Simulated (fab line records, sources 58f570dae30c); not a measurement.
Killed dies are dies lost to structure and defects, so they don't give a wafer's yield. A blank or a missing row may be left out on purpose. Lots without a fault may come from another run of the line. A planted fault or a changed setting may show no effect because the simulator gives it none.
Problem report in the 8D (eight disciplines) form, filled by code | flow berkeley_cmos170 | the parts of the form that need people (team, actions taken, sign-off) are left out

1. THE PROBLEM
M1_AL_RS at UCB170_M1_RS_MEAS_01 reads a mean of 0.0368 ohm/sq on 1 wafer of 1 lot; wafers without a fault read 0.0482 ohm/sq with a standard deviation of 0.00046. That is -25 standard deviations from the usual mean.
The step: measures by four-point-probe.
First seen on wafer L243.2, day 10 22:22, on film_metro-02. The record holds 39 wafers of 13 lots with a number at this step. Rule for "out", or "out of limits": more than 4 standard deviations from the usual mean. The other wafers with a number count as sound.

2. WHAT IT IS AND WHAT IT IS NOT
question                    | is                | is not
which readings at this step | M1_AL_RS          | -
which lots                  | L243              | L226, L228, L229, L230, L232, L234, L237, L241, L242, L247, L248, L249
which wafers of those lots  | L243.2            | L243.5, L243.6
read on which gauges        | film_metro-02     | film_metro-01, film_metro-03
when                        | from day 10 22:22 | up to then (29 sound wafers); but 9 sound wafers of L247, L248, L249 came after

3. SUSPECTS, AND WHAT RULES EACH OUT
Counting: a tool at a process step up to the reading stays a suspect if it ran every lot that is out. Sound lots after the first of them don't rule it out here, since some wafers of a struck lot are sound.
- the gauge at UCB170_M1_RS_MEAS_01: ruled out. All the wafers that are out were read on film_metro-02, but those of them that UCB170_M1_METAL_ETCH_12 has rows for are out there too, on other tools.
- pvd_sputter-02 at UCB170_M1_SPUTTER_00 (material Al, target thk 600 nm, time 80 s): kept. It ran the lot that is out, L243 (day 10 22:17); its last sound lot up to then is L241 (day 10 07:34).
Left after counting: pvd_sputter-02 at UCB170_M1_SPUTTER_00.

4. THE CAUSE (what the simulator had put in)
Process parameter drift: pvd_sputter-02, from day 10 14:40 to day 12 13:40, at UCB170_M1_SPUTTER_00. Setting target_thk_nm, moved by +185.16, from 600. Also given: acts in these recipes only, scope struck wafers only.
Counting left only this tool.

5. THE CHAIN OF EFFECTS, in route order
Each row: a reading whose mean over the struck wafers that have a number lies more than 3 standard deviations from the usual. Only readings for which the record gives a usual standard deviation are gone through. hours: the time from each lot's start at the first step in this table that gives one to its start at this step, as a median over the lots. sigmas: the change in usual standard deviations.
hours | step                    | reading        | usual         | on struck wafers | change  | sigmas
0     | UCB170_M1_RS_MEAS_01    | M1_AL_RS       | 0.0482 ohm/sq | 0.0368           | -0.0114 | -25
0     | UCB170_M1_THK_MEAS_02   | M1_AL_THK      | 615 nm        | 804              | +189    | +22
3     | UCB170_M1_METAL_ETCH_12 | oes_product_au | 0.854 a.u.    | 0.991            | +0.137  | +8.6
The process steps in it:
- UCB170_M1_METAL_ETCH_12: etches Al in Cl2/BCl3, stops on PSG, target depth 780 nm, time 130 s.
Later measuring or inspecting steps at which every struck wafer that the step has a row for has a number for every such reading, and none has moved that far: UCB170_M3_CD_MEAS_15.

6. WHAT WOULD HAVE CAUGHT IT SOONER
In this record the first reading out of limits at a measuring or inspecting step was taken at day 10 22:22, 8 hours after the fault began at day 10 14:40.
Of the tool readings at UCB170_M1_SPUTTER_00 for which the record gives a usual standard deviation, none was out on any struck wafer, so an alarm limit of 4 standard deviations on them would not have fired.
All the lots that are out (1) had begun UCB170_M1_SPUTTER_00 on pvd_sputter-02 by day 10 22:22. A hold on the tool at that time would have spared none of them.
